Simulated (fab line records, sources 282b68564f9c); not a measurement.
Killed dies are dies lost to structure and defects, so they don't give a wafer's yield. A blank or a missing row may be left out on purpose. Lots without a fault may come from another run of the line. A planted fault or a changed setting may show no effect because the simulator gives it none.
A struck lot beside a sound one | flow rit_cmos | 27 steps out of a route of 202
Sound: wafers L957.1, L957.2, L957.3. Struck: wafers L967.1, L967.2, L967.6. The cause comes at the end.
At each step with rows: each side's tool, then ch and its chambers, then its first start. Under that, the readings that differ: sound wafers | struck wafers | difference of the means | sigmas: that difference in standard deviations of wafers without a fault.
alike: readings whose means differ by less than 2 such deviations, and words and numbers that are the same on both sides. not compared: withheld readings, readings that some wafer has no value for, bounds like >300 that may hide the same value, and numbers for which the record gives no deviation and whose values overlap.
The two part at a step that has a row with sigmas, a row that says differs or no value, or rows on one side only. Numbers that don't overlap but have no deviation are shown without sigmas and don't part them. A reading that every wafer of one side lacks parts them only if that side has two wafers or more.

first, 4 steps without rows for these wafers: RIT_CONTACT_SOFTBAKE_04 (time 60 s); RIT_CONTACT_EXPOSE_05 (exposes mask M11, target cd 1000 nm); RIT_CONTACT_PEB_06; RIT_CONTACT_DEVELOP_07 (develop time 120 s).
RIT_CONTACT_CD_MEAS_08: target cd 1000 nm.
  sound on cd_sem-02, day 4 15:23; struck on cd_sem-02, day 6 22:43
  reading    | sound                | struck            | difference | sigmas
  cd_nm (nm) | 1000.9 1002.0 1001.8 | 994.8 994.4 994.0 | -7.2       | -3
RIT_CONTACT_OVL_MEAS_09:
  sound on overlay-01, day 4 15:31; struck on overlay-02, day 6 22:50
  alike: CONTACT_OVL
then, 1 step without rows for these wafers: RIT_CONTACT_HARDBAKE_10 (time 60 s).
RIT_CONTACT_ETCH_11: etches SiO2 in CHF3/CF4/Ar, stops on TiSi2, target depth 480 nm, time 320 s.
  sound on rie_diel-03 ch 0,1,3, day 4 15:53; struck on rie_diel-02 ch 0,1,3, day 6 23:02
  reading                     | sound       | struck      | difference | sigmas
  drypump_motor_current_A (A) | 6.2 6.6 5.7 | 5.3 4.9 5.4 | -1.0       | -2
  alike: oes_product_au, throttle_valve_pct
  not compared: rf_hours_counter_h
RIT_CONTACT_STRIP_12: strips in O2, time 180 s.
  sound on plasma_asher-03 ch 0,1, day 4 16:05; struck on plasma_asher-02 ch 0,1, day 6 23:13
  reading                     | sound       | struck      | difference | sigmas
  drypump_motor_current_A (A) | 6.1 5.7 6.2 | 5.1 5.5 5.1 | -0.8       | -2
  not compared: rf_hours_counter_h
RIT_CONTACT_CD_MEAS_90: target cd 1000 nm.
  sound on cd_sem-02, day 4 16:16; struck on cd_sem-02, day 6 23:23
  reading    | sound                | struck            | difference | sigmas
  cd_nm (nm) | 1000.4 1002.0 1001.5 | 994.2 994.1 993.8 | -7.3       | -3
then, 2 steps without rows for these wafers: RIT_CONTACT_CLEAN_13 (cleans in SC1, time 600 s); RIT_CONTACT_CLEAN_14 (cleans in SC2, time 600 s).
RIT_M1_SPUTTER_00: material Al, target thk 400 nm, time 500 s.
  sound on pvd_sputter-03, day 4 16:44; struck on pvd_sputter-03, day 6 23:53
  reading                               | sound                | struck               | difference | sigmas
  cathode_dc_power_W (W)                | 2000.7 1999.4 1999.5 | 1922.3 1922.0 1921.7 | -77.9      | -99 or more
  model.Al_of_M1_SPUTTER_00.thk_nm (nm) | 400.9 402 402.6      | 387.9 391.9 387.9    | -12.6      |
  alike: throttle_valve_pct
RIT_M1_RS_MEAS_01: measures by four-point-probe.
  sound on film_metro-02, day 4 17:01; struck on film_metro-01, day 7 00:10
  reading           | sound                | struck               | difference | sigmas
  M1_AL_RS (ohm/sq) | 0.0731 0.0731 0.0727 | 0.0757 0.0750 0.0757 | +0.0025    | +4
RIT_M1_THK_MEAS_02: measures by xrf.
  sound on film_metro-02, day 4 17:08; struck on film_metro-01, day 7 00:17
  reading        | sound       | struck      | difference | sigmas
  M1_AL_THK (nm) | 403 402 403 | 388 391 388 | -14        | -4
then, 6 steps without rows for these wafers: RIT_M1_HMDS_03 (prime time 60 s); RIT_M1_COAT_04 (resist thk 1300 nm); RIT_M1_SOFTBAKE_05 (time 60 s); RIT_M1_EXPOSE_06 (exposes mask M12, target cd 2600 nm); RIT_M1_PEB_07; RIT_M1_DEVELOP_08 (develop time 68 s).
RIT_M1_CD_MEAS_09: target cd 2600 nm.
  sound on cd_sem-02, day 4 18:05; struck on cd_sem-01, day 7 01:19
  alike: cd_nm
RIT_M1_OVL_MEAS_10:
  sound on overlay-02, day 4 18:12; struck on overlay-02, day 7 01:26
  alike: M1_OVL
then, 1 step without rows for these wafers: RIT_M1_HARDBAKE_11 (time 120 s).
RIT_M1_METAL_ETCH_12: etches Al in Cl2/BCl3, stops on SiO2, time 165 s, target depth 600 nm.
  sound on rie_metal-02 ch 0,1, day 4 18:29; struck on rie_metal-01 ch 0,1, day 7 01:43
  reading                        | sound             | struck            | difference | sigmas
  model.etch.depth_nm (nm)       | 400.9 402 402.6   | 387.9 391.9 387.9 | -12.6      |
  model.M1.feature_depth_nm (nm) | 433.2 434.9 435.4 | 419.8 424.9 420.9 | -12.6      |
  alike: drypump_motor_current_A, oes_product_au, throttle_valve_pct
  not compared: rf_hours_counter_h
then, 1 step without rows for these wafers: RIT_M1_STRIP_13 (strips in nmp, time 600 s).
RIT_M1_PROBE_99:
  sound on prober-02, day 4 21:48; struck on prober-02, day 7 05:00
  reading                  | sound                   | struck                  | difference | sigmas
  sort_bin_6_memory (%)    | 2.7 1.1 1.9             | 0.4 0.4 0.8             | -1.4       | -2
  model.etest.m1.rs_ohm_sq | 0.07269 0.07221 0.07198 | 0.07467 0.07351 0.07507 | +0.00212   |
  alike: defect_limited_yield, killed_at_contacts, killed_at_front_end, killed_dies, killed_open, killed_short, sort_bin_3_pad_short, sort_bin_5_function, sort_n_pass, sort_yield_pct

WHERE THEY PART
First at RIT_CONTACT_CD_MEAS_08; last, within this record, at RIT_M1_PROBE_99.

WHY: what the simulator had put in
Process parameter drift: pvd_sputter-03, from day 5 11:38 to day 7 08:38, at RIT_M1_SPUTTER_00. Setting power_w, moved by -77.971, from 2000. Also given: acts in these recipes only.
